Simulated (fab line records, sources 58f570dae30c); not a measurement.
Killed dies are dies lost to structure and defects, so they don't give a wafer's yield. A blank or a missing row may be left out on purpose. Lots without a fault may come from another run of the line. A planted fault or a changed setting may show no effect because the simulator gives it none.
Which tool did it? | flow berkeley_cmos170 | 14 lots, 42 wafers sampled, at 5 steps of a route of 331

WHAT THE GAUGES READ, wafer by wafer
UCB170_CONTACT_CD_MEAS_15: target cd 700 nm.
lot  | measured     | on        | cd_nm (nm)
L558 | day 7 11:13  | cd_sem-02 | 701.4 703.6 702.2
L559 | day 7 17:19  | cd_sem-02 | 697.7 697.7 697.4
L561 | day 7 18:14  | cd_sem-02 | 702.2 702.1 701.9
L560 | day 7 19:27  | cd_sem-01 | 700.2 700.4 700.2
L564 | day 8 06:23  | cd_sem-02 | 700.7 701.9 700.0
L563 | day 8 04:10  | cd_sem-01 | 702.9 703.1 703.4
L567 | day 8 18:47  | cd_sem-02 | 699.0 700.0 698.8
L566 | day 8 21:02  | cd_sem-01 | 700.3 700.1 701.3
L568 | day 8 21:04  | cd_sem-02 | 701.6 702.4 702.6
L571 | day 9 16:07  | cd_sem-02 | 699.9 701.9 701.2
L572 | day 9 19:44  | cd_sem-01 | 700.6 701.8 699.6
L574 | day 10 05:36 | cd_sem-02 | 698.6 700.6 700.3
L580 | day 11 15:16 | cd_sem-01 | 701.8 701.8 701.8
L581 | day 11 22:19 | cd_sem-01 | 699.2 699.2 698.7

UCB170_M1_CD_MEAS_90: target cd 700 nm.
lot  | measured     | on        | cd_nm (nm)
L558 | day 7 14:03  | cd_sem-01 | 703 696 702
L559 | day 7 20:01  | cd_sem-02 | 696 699 696
L561 | day 7 20:52  | cd_sem-02 | 706 705 699
L560 | day 7 23:00  | cd_sem-01 | 699 696 701
L564 | day 8 09:46  | cd_sem-02 | 697 695 701
L563 | day 8 06:33  | cd_sem-01 | 703 701 704
L567 | day 8 21:34  | cd_sem-02 | 698 699 700
L566 | day 8 23:44  | cd_sem-02 | 700 702 699
L568 | day 8 23:53  | cd_sem-01 | 695 696 699
L571 | day 9 19:02  | cd_sem-01 | 700 699 703
L572 | day 9 22:13  | cd_sem-01 | 682 680 703 682 680 703
L574 | day 10 08:10 | cd_sem-01 | 704 683 686 704 683 686
L580 | day 11 17:43 | cd_sem-01 | 699 699 700
L581 | day 12 00:35 | cd_sem-02 | 697 700 701

WHICH TOOL RAN EACH LOT (tool, then ch and the chambers of the sampled wafers, then the start)
lot  | UCB170_SILICIDE_SPUTTER_01   | UCB170_M1_METAL_ETCH_12           | UCB170_M1_STRIP_13
L558 | pvd_sputter-02, day 7 05:34  | rie_metal-01 ch 0,1, day 7 13:49  | plasma_asher-04 ch 0,1, day 7 13:57
L559 | pvd_sputter-02, day 7 13:19  | rie_metal-03 ch 0,1, day 7 19:46  | plasma_asher-03 ch 0,1, day 7 19:54
L561 | pvd_sputter-01, day 7 13:20  | rie_metal-01 ch 0,1, day 7 20:37  | plasma_asher-02 ch 0,1, day 7 20:45
L560 | pvd_sputter-02, day 7 14:07  | rie_metal-03 ch 0,1, day 7 22:43  | plasma_asher-04 ch 0,1, day 7 22:51
L564 | pvd_sputter-03, day 7 23:43  | rie_metal-01 ch 0,1, day 8 09:26  | plasma_asher-02 ch 0,1, day 8 09:34
L563 | pvd_sputter-02, day 7 23:50  | rie_metal-03 ch 0,1, day 8 06:17  | plasma_asher-04 ch 0,1, day 8 06:26
L567 | pvd_sputter-01, day 8 14:00  | rie_metal-04 ch 0,1, day 8 21:20  | plasma_asher-03 ch 0,1, day 8 21:28
L566 | pvd_sputter-03, day 8 14:29  | rie_metal-03 ch 0,1, day 8 23:29  | plasma_asher-04 ch 1, day 8 23:37
L568 | pvd_sputter-01, day 8 14:54  | rie_metal-01 ch 0,1, day 8 23:40  | plasma_asher-02 ch 0,1, day 8 23:47
L571 | pvd_sputter-03, day 9 11:28  | rie_metal-03 ch 0,1, day 9 18:49  | plasma_asher-02 ch 0,1, day 9 18:56
L572 | pvd_sputter-03, day 9 14:18  | rie_metal-01 ch 0,1, day 9 21:58  | plasma_asher-02 ch 0,1, day 9 22:05
L574 | pvd_sputter-02, day 10 01:27 | rie_metal-01 ch 0,1, day 10 07:55 | plasma_asher-02 ch 0,1, day 10 08:02
L580 | pvd_sputter-01, day 11 10:22 | rie_metal-03 ch 0,1, day 11 17:28 | plasma_asher-04 ch 0,1, day 11 17:37
L581 | pvd_sputter-01, day 11 17:30 | rie_metal-03 ch 0,1, day 12 00:21 | plasma_asher-04 ch 0,1, day 12 00:29
- UCB170_SILICIDE_SPUTTER_01: material Ti, target thk 30 nm, time 25 s.
- UCB170_M1_METAL_ETCH_12: etches Al in Cl2/BCl3, stops on PSG, target depth 780 nm, time 130 s.
- UCB170_M1_STRIP_13: strips in O2.

WHAT THE TOOLS THEMSELVES READ (means of the sampled wafers that have a number; where no wafer has one, the mark that the record gives instead)
UCB170_SILICIDE_SPUTTER_01.
lot  | tool           | throttle_valve_pct (%)
L558 | pvd_sputter-02 | 30.3
L559 | pvd_sputter-02 | 30.7
L561 | pvd_sputter-01 | 29.0
L560 | pvd_sputter-02 | 30.4
L564 | pvd_sputter-03 | 30.5
L563 | pvd_sputter-02 | 30.2
L567 | pvd_sputter-01 | 29.4
L566 | pvd_sputter-03 | 31.0
L568 | pvd_sputter-01 | 29.5
L571 | pvd_sputter-03 | 30.9
L572 | pvd_sputter-03 | 30.2
L574 | pvd_sputter-02 | 29.8
L580 | pvd_sputter-01 | 29.2
L581 | pvd_sputter-01 | 29.0

UCB170_M1_METAL_ETCH_12.
lot  | tool         | drypump_motor_current_A (A) | oes_product_au (a.u.) | rf_fwd_power_W (W) | throttle_valve_pct (%)
L558 | rie_metal-01 | 5.3                         | 0.874                 | 599.1              | 24.75
L559 | rie_metal-03 | 5.5                         | 0.858                 | 598.2              | 24.19
L561 | rie_metal-01 | 5.3                         | 0.879                 | 598.4              | 24.75
L560 | rie_metal-03 | 5.6                         | 0.860                 | 598.8              | 24.19
L564 | rie_metal-01 | 5.8                         | 0.869                 | 597.5              | 24.59
L563 | rie_metal-03 | 5.6                         | 0.856                 | 598.2              | 24.19
L567 | rie_metal-04 | 5.5                         | 0.839                 | 596.0              | 24.39
L566 | rie_metal-03 | 5.5                         | 0.865                 | 596.2              | 24.20
L568 | rie_metal-01 | 5.8                         | 0.869                 | 599.9              | 24.60
L571 | rie_metal-03 | 5.6                         | 0.862                 | 598.5              | 24.18
L572 | rie_metal-01 | 5.8                         | 0.868                 | 755.9              | 24.59
L574 | rie_metal-01 | 5.8                         | 0.870                 | 755.9              | 24.59
L580 | rie_metal-03 | 5.5                         | 0.863                 | 597.2              | 24.20
L581 | rie_metal-03 | 5.5                         | 0.873                 | 597.0              | 24.20

UCB170_M1_STRIP_13.
lot  | tool            | drypump_motor_current_A (A) | oes_product_au (a.u.)
L558 | plasma_asher-04 | 5.7                         | 0.719
L559 | plasma_asher-03 | 5.4                         | 0.721
L561 | plasma_asher-02 | 5.7                         | 0.722
L560 | plasma_asher-04 | 5.6                         | 0.716
L564 | plasma_asher-02 | 5.4                         | 0.720
L563 | plasma_asher-04 | 6.0                         | 0.721
L567 | plasma_asher-03 | 5.1                         | 0.721
L566 | plasma_asher-04 | 6.4                         | 0.719
L568 | plasma_asher-02 | 5.4                         | 0.724
L571 | plasma_asher-02 | 5.4                         | 0.722
L572 | plasma_asher-02 | 5.8                         | 0.655
L574 | plasma_asher-02 | 5.4                         | 0.655
L580 | plasma_asher-04 | 5.7                         | 0.722
L581 | plasma_asher-04 | 5.6                         | 0.720

THE ANSWER, worked out from the rows above alone
Rule: what is usual is taken from the lots themselves. Put in order of their means at a reading, lots are off if they are a third of the lots or fewer, leave a main group of 4 or more, and stand apart from it by a gap of 3 or more times the standard deviation of the main group's means; of several such gaps the widest counts. A main group whose means are all the same, to the digits that the tables above print for the reading, isn't used. A lot without any number at a reading at which 4 lots or more have one is off too. The other lots that the step has rows for count as sound. The gauges are gone through in route order, then the tools' own readings, and for those a lot's mean is taken as printed above. The first step at which some lot is off is used, and at that step the reading that is off furthest; a lot without a number counts as furthest.
Off: L572, L574, at UCB170_M1_METAL_ETCH_12 (rf_fwd_power_W). The main group: mean 597.9 W, standard deviation 1.1.
A tool fits if, at that step or a process step before it, it ran every lot that is off, and no sound lot after the first of them. One fits: rie_metal-01 at UCB170_M1_METAL_ETCH_12. Its last sound lot is L568 (day 8 23:40), its first lot that is off L572 (day 9 21:58): a fault that began between those two fits.
The tool's own readings at UCB170_M1_METAL_ETCH_12 bear it out: on the lots that are off they differ by more than 5 times the standard deviation of the sound lots' means. rf_fwd_power_W reads 755.9 W there against 597.9 W on the sound lots.

WHAT THE SIMULATOR HAD PUT IN
Process parameter drift: rie_metal-01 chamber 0, from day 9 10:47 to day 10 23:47, at UCB170_M1_METAL_ETCH_12. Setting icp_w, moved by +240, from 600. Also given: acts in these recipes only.
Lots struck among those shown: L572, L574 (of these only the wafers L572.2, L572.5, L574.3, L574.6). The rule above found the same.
